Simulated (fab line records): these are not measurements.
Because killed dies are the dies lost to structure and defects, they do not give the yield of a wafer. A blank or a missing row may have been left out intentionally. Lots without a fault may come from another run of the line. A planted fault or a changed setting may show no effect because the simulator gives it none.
A single fault, viewed from 2 desks    flow berkeley_cmos170    every desk sees just its own numbers, and what lay behind them comes last

## AT THE METROLOGY DESK
Lot by lot, what the gauges showed, no matter which tool ran the lot: averages of those sampled wafers that carry a number. Any lot whose mean is over 4 standard deviations away from the usual mean is out of limits and marked OUT; that distance is given in the brackets.
Columns: A = PWELL_OXIDE_THK at UCB170_PWELL_THK_MEAS_03, usual 26.1 nm; B = PWELL_OVL at UCB170_PWELL_OVL_MEAS_13, usual 0 nm; C = NVT_TW at UCB170_NVT_TW_MEAS_09, usual 525.1; D = GATE_OVL at UCB170_GATE_OVL_MEAS_13, usual 1 nm
lot   first seen here  A     B   C                 D
L699  day 3 06:38      26.0  3   524.9             -1
L700  day 3 06:38      24.9  -8  523.5             3
L702  day 3 12:17      25.9  -2  529.1             -5
L701  day 3 12:19      25.8  -5  526.7             -4
L703  day 3 22:06      26.0  -1  521.2             -6
L709  day 5 05:28      26.6  2   552.3 (+9.1) OUT  -1
L710  day 5 12:29      26.3  3   551.4 (+8.8) OUT  2
L712  day 5 19:47      26.4  -2  523.8             3
L713  day 5 19:47      26.6  4   523.0             2
L716  day 6 14:17      26.5  3   523.8             12
L718  day 7 06:49      26.1  2   524.7             -3
L721  day 7 13:46      25.7  2   522.6             8
This desk's finding: out of limits on L709, L710; first on L709, day 8 15:49 (NVT_TW at UCB170_NVT_TW_MEAS_09). L699, L700, L702, L701, L703, L712, L713, L716, L718, L721 stayed within limits.

## TOOL OWNER'S DESK, implanter-02
The tool's own readings at UCB170_NVT_IMPLANT_07: means of the sampled wafers that have a number, for each lot that ran on this tool. Any lot whose mean is over 4 standard deviations away from the usual mean is out of limits and marked OUT; that distance is given in the brackets.
Columns: A = beam_energy_keV at UCB170_NVT_IMPLANT_07, usual 49.997
lot   first seen here  A
L701  day 6 22:40      49.982
L703  day 7 07:54      49.990
L709  day 8 15:34      60.979 (+99 or more) OUT
L710  day 9 01:53      60.991 (+99 or more) OUT
Finding of this desk: L709, L710 out of limits; the first was L709 at day 8 15:34, on beam_energy_keV at UCB170_NVT_IMPLANT_07. L701, L703 stayed within limits.

## TAKEN TOGETHER
The tool owner's desk had the chance to raise an alarm at day 8 15:34 on L709, L710.
At day 8 15:49 the metrology desk could have sounded an alarm, on L709, L710.
On implanter-02, each named lot ran UCB170_NVT_IMPLANT_07.

## WHAT THE SIMULATOR PUT IN
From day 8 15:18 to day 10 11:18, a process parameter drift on implanter-02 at UCB170_NVT_IMPLANT_07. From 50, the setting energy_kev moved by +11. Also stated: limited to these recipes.
Struck lots among those shown: L709, L710.
Time in hours from fault onset to the first out-of-limits reading at each desk: tool owner's desk 0, metrology desk 1.
